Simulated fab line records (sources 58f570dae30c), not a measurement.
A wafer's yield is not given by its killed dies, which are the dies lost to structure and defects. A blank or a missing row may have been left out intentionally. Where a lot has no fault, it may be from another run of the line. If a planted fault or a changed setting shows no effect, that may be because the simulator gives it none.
What tool caused it? -- flow berkeley-cmos170 -- 45 wafers from 15 lots sampled at 3 of the route's 331 steps

== WHAT THE GAUGES SHOWED, per wafer ==
UCB170_PWELL_THK_MEAS_06.
lot,measured,on,PWELL_NITRIDE_THK (nm)
L396,day 3 08:31,film-metro-04,218.1 217.4 218.4
L397,day 3 18:55,film-metro-03,216.2 215.8 217.0
L398,day 3 18:56,film-metro-04,218.1 219.0 217.2
L400,day 4 04:43,film-metro-03,218.1 219.2 218.6
L399,day 4 04:43,film-metro-04,217.9 218.9 218.4
L401,day 4 13:42,film-metro-03,219.5 219.6 219.1
L402,day 4 13:42,film-metro-04,220.6 219.6 220.1
L403,day 4 23:49,film-metro-01,221.3 221.3 221.8
L404,day 4 23:49,film-metro-03,221.7 223.3 221.9
L406,day 5 09:19,film-metro-03,218.0 218.1 218.1
L414,day 6 23:49,film-metro-01,219.9 219.2 218.3
L416,day 7 05:49,film-metro-04,222.5 221.0 222.6
L418,day 7 17:35,film-metro-03,220.2 219.3 220.6
L417,day 7 17:37,film-metro-03,221.7 220.3 221.8
L419,day 8 06:43,film-metro-01,218.3 217.8 217.6

UCB170_M2_CD_MEAS_15: the cd target is 700 nm.
lot,measured,on,cd-nm (nm)
L396,day 8 14:56,cd-sem-01,702.3 700.6 700.9
L397,day 9 00:37,cd-sem-01,700.7 701.5 701.1
L398,day 8 21:59,cd-sem-01,700.2 701.7 701.8
L400,day 9 15:55,cd-sem-01,699.3 698.4 698.6
L399,day 9 12:09,cd-sem-01,698.3 699.3 699.7
L401,day 10 05:58,cd-sem-01,701.4 702.3 701.2
L402,day 10 05:37,cd-sem-02,701.3 702.7 701.2
L403,day 10 06:12,cd-sem-01,697.4 697.8 696.9
L404,day 10 04:24,cd-sem-02,699.2 700.3 699.4
L406,day 11 01:00,cd-sem-01,698.4 698.4 697.9
L414,day 13 17:58,cd-sem-01,700.0 701.0 700.3
L416,day 13 19:04,cd-sem-02,698.2 699.4 698.7
L418,day 14 17:26,cd-sem-01,698.9 700.9 700.4
L417,day 14 16:41,cd-sem-01,697.9 696.7 697.3
L419,day 15 05:55,cd-sem-02,698.4 697.6 698.4

== TOOL THAT RAN EACH LOT (tool first, then ch and the chambers of the sampled wafers, then the start) ==
lot,UCB170_SILICIDE_RTA_04
L396,"rtp-anneal-02 ch 0, day 7 23:41"
L397,"rtp-anneal-01 ch 0, day 8 09:44"
L398,"rtp-anneal-02 ch 0, day 8 09:00"
L400,"rtp-anneal-01 ch 0, day 8 22:35"
L399,"rtp-anneal-02 ch 0, day 8 22:05"
L401,"rtp-anneal-02 ch 0, day 9 15:21"
L402,"rtp-anneal-01 ch 0, day 9 15:21"
L403,"rtp-anneal-01 ch 0, day 9 12:43"
L404,"rtp-anneal-01 ch 0, day 9 15:29"
L406,"rtp-anneal-01 ch 0, day 10 10:38"
L414,"rtp-anneal-02 ch 0, day 12 07:28"
L416,"rtp-anneal-02 ch 0, day 12 09:30"
L418,"rtp-anneal-01 ch 0, day 14 01:14"
L417,"rtp-anneal-02 ch 0, day 14 00:43"
L419,"rtp-anneal-01 ch 0, day 14 09:28"
- UCB170_SILICIDE_RTA_04: time 15 s.

== WHAT THE TOOLS THEMSELVES READ (means of the sampled wafers that have a number; where no wafer has one, the mark that the record gives instead) ==
UCB170_SILICIDE_RTA_04.
lot,tool,chamber-o2-ppm,lamp-power-pct (%),wafer_temp_C_max
L396,rtp-anneal-02,1.991,10.2,652.1
L397,rtp-anneal-01,1.986,11.7,653.3
L398,rtp-anneal-02,2.000,10.2,652.5
L400,rtp-anneal-01,1.977,11.7,652.6
L399,rtp-anneal-02,2.004,10.2,651.8
L401,rtp-anneal-02,2.035,10.2,652.7
L402,rtp-anneal-01,61.987,11.7,652.4
L403,rtp-anneal-01,2.032,11.7,652.9
L404,rtp-anneal-01,62.031,11.7,653.7
L406,rtp-anneal-01,61.993,11.7,653.0
L414,rtp-anneal-02,2.007,10.2,652.1
L416,rtp-anneal-02,1.999,10.2,652.3
L418,rtp-anneal-01,1.991,11.7,653.3
L417,rtp-anneal-02,2.000,10.2,652.1
L419,rtp-anneal-01,1.971,11.7,652.1

== THE ANSWER, worked out from the rows above alone ==
Rule: what is usual is taken from the lots themselves. Put in order of their means at a reading, lots are off if they are a third of the lots or fewer, leave a main group of 4 or more, and stand apart from it by a gap of 3 or more times the standard deviation of the main group's means; of several such gaps the widest counts. A main group whose means are all the same, to the digits that the tables above print for the reading, isn't used. Also off: a lot with no number at a reading for which 4 or more lots have one. The other lots that the step has rows for count as sound. After the gauges, taken in route order, come the tools' own readings; for these a lot's mean is taken, as printed above. The first step at which some lot is off is used, and at that step the reading that is off furthest; a lot without a number counts as furthest.
Off, at UCB170_SILICIDE_RTA_04 on chamber-o2-ppm: L402, L404, L406. The main group has a mean of 1.999 with a standard deviation of 0.018.
A tool fits if, at that step or a process step before it, it ran every lot that is off, and no sound lot after the first of them. None of those tried fits.

== WHAT HAD BEEN PUT IN BY THE SIMULATOR ==
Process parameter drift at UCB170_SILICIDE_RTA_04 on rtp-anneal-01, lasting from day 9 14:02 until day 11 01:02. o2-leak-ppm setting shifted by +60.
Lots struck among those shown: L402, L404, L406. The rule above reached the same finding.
